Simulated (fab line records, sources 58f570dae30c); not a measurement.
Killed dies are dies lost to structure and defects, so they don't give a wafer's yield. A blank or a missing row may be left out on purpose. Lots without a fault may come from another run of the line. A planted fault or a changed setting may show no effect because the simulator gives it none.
One fault seen from 2 desks | flow berkeley_cmos170 | each desk has only its own numbers; what lay behind them comes last

THE METROLOGY DESK
What the gauges read, lot by lot, whatever tool the lot ran on: means of the sampled wafers that have a number. A lot is out of limits, marked OUT, if its mean lies more than 4 standard deviations from the usual mean; the brackets give that distance.
Columns: A = PSD_OVL at UCB170_PSD_OVL_MEAS_07, usual 2 nm; B = PSD_TW at UCB170_PSD_TW_MEAS_10, usual 2349; C = PSD_RS at UCB170_SDANNEAL_RS_MEAS_02, usual 75.58 ohm/sq
lot  | first seen here | A  | B               | C
L900 | day 6 07:10     | -8 | 2423            | 75.50
L901 | day 6 07:53     | 2  | 2338            | 75.55
L904 | day 6 23:34     | -6 | 2342            | 75.18
L902 | day 6 23:44     | -1 | 2345            | 75.57
L903 | day 6 23:51     | -0 | 2400            | 75.52
L908 | day 8 08:08     | 2  | 2508 (+4.5) OUT | 63.85 (-42) OUT
L909 | day 8 15:34     | -4 | 2450            | 63.67 (-43) OUT
L911 | day 8 16:07     | 3  | 2465            | 63.65 (-43) OUT
L912 | day 9 12:17     | 4  | 2329            | 75.34
L918 | day 10 10:37    | 4  | 2308            | 75.63
L917 | day 10 10:47    | -0 | 2353            | 75.66
L919 | day 10 11:03    | -4 | 2310            | 75.28
L921 | day 11 06:51    | -4 | 2331            | 75.58
L923 | day 11 07:04    | 8  | 2329            | 75.12
L922 | day 11 07:41    | -6 | 2418            | 75.56
This desk's finding: out of limits on L908, L909, L911; first on L908, day 8 08:26 (PSD_TW at UCB170_PSD_TW_MEAS_10). In limits: L900, L901, L904, L902, L903, L912, L918, L917, L919, L921, L923, L922.

THE TOOL OWNER'S DESK: implanter-04
The tool's own readings at UCB170_PSD_IMPLANT_08: means of the sampled wafers that have a number, for each lot that ran on this tool. A lot is out of limits, marked OUT, if its mean lies more than 4 standard deviations from the usual mean; the brackets give that distance.
Columns: A = beam_energy_keV at UCB170_PSD_IMPLANT_08, usual 19.999; B = dose_ions_cm2 at UCB170_PSD_IMPLANT_08, usual 3e+15; C = faraday_current_uA at UCB170_PSD_IMPLANT_08, usual 9261
lot  | first seen here | A      | B                       | C
L900 | day 6 07:13     | 19.996 | 3e+15                   | 9258
L904 | day 6 23:37     | 20.003 | 3e+15                   | 9178
L908 | day 8 08:11     | 20.001 | 4e+15 (+99 or more) OUT | 11463 (+12) OUT
L909 | day 8 15:38     | 20.000 | 4e+15 (+99 or more) OUT | 11565 (+13) OUT
L911 | day 8 16:09     | 20.001 | 4e+15 (+99 or more) OUT | 11693 (+14) OUT
L922 | day 11 07:45    | 20.004 | 3e+15                   | 9421
This desk's finding: out of limits on L908, L909, L911; first on L908, day 8 08:11 (dose_ions_cm2 at UCB170_PSD_IMPLANT_08). In limits: L900, L904, L922.

PUT TOGETHER
The tool owner's desk could have raised an alarm at day 8 08:11, on L908, L909, L911.
The metrology desk could have raised an alarm at day 8 08:26, on L908, L909, L911.
Of the lots named, all ran UCB170_PSD_IMPLANT_08 on implanter-04.

WHAT THE SIMULATOR HAD PUT IN
Process parameter drift: implanter-04, from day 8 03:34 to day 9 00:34, at UCB170_PSD_IMPLANT_08. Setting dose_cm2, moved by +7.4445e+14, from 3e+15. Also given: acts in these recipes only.
Lots struck among those shown: L908, L909, L911.
Hours from the fault's start to each desk's first reading out of limits: the tool owner's desk, 5; the metrology desk, 5.
